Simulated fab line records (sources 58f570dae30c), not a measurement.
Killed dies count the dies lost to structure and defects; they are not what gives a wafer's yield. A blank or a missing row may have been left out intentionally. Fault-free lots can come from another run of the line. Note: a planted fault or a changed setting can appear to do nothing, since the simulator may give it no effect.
Chamber matching | flow berkeley-cmos170 | 4 sister chambers for UCB170_CONTACT_ETCH_17 on rie-diel-01
The step etches BARC in N2/H2. 8 wafers are shown with their chamber, then 7 later ones without.

## WAFERS, EACH WITH ITS CHAMBER
wafer  | chamber | drypump-motor-current-A (A) | throttle-valve-pct (%)
L076.2 | 3       | 5.04                        | 13.04
L079.5 | 1       | 5.57                        | 13.49
L080.6 | 2       | 6.41                        | 13.58
L084.3 | 2       | 6.44                        | 13.59
L084.4 | 3       | 5.00                        | 13.04
L084.6 | 1       | 5.58                        | 13.52
L094.1 | 0       | 6.02                        | 13.39
L094.4 | 0       | 6.01                        | 13.41

## WAFERS WHOSE CHAMBER IS MISSING
wafer  | drypump-motor-current-A (A) | throttle-valve-pct (%)
L094.6 | 5.58                        | 13.50
L093.1 | 6.42                        | 13.57
L093.2 | 5.55                        | 13.49
L093.5 | 6.42                        | 13.59
L095.1 | 6.02                        | 13.41
L095.2 | 6.43                        | 13.58
L095.3 | 5.58                        | 13.50

## CHAMBER TAKEN BY EACH
wafer  | from the rows above | in truth
L094.6 | 1                   | 1
L093.1 | 2                   | 2
L093.2 | 1                   | 1
L093.5 | 2                   | 2
L095.1 | 0                   | 0
L095.2 | 2                   | 2
L095.3 | 1                   | 1
Placed correctly: 7 of 7. From these rows, 0 cannot be placed. 0 placed wrongly.
How it was worked out, from the rows above alone: a wafer's distance from a chamber is the root of the sum, over the readings, of the square of ((its reading less the chamber's mean) divided by the reading's scatter). If the next closest chamber is less than 2 further off than the closest, the wafer can't be placed; otherwise it belongs to the closest. Each chamber's mean is taken over the wafers shown for it. The scatter: the root of (the sum of the squares of (reading less its chamber's mean) over the shown wafers, divided by (wafers less chambers)).
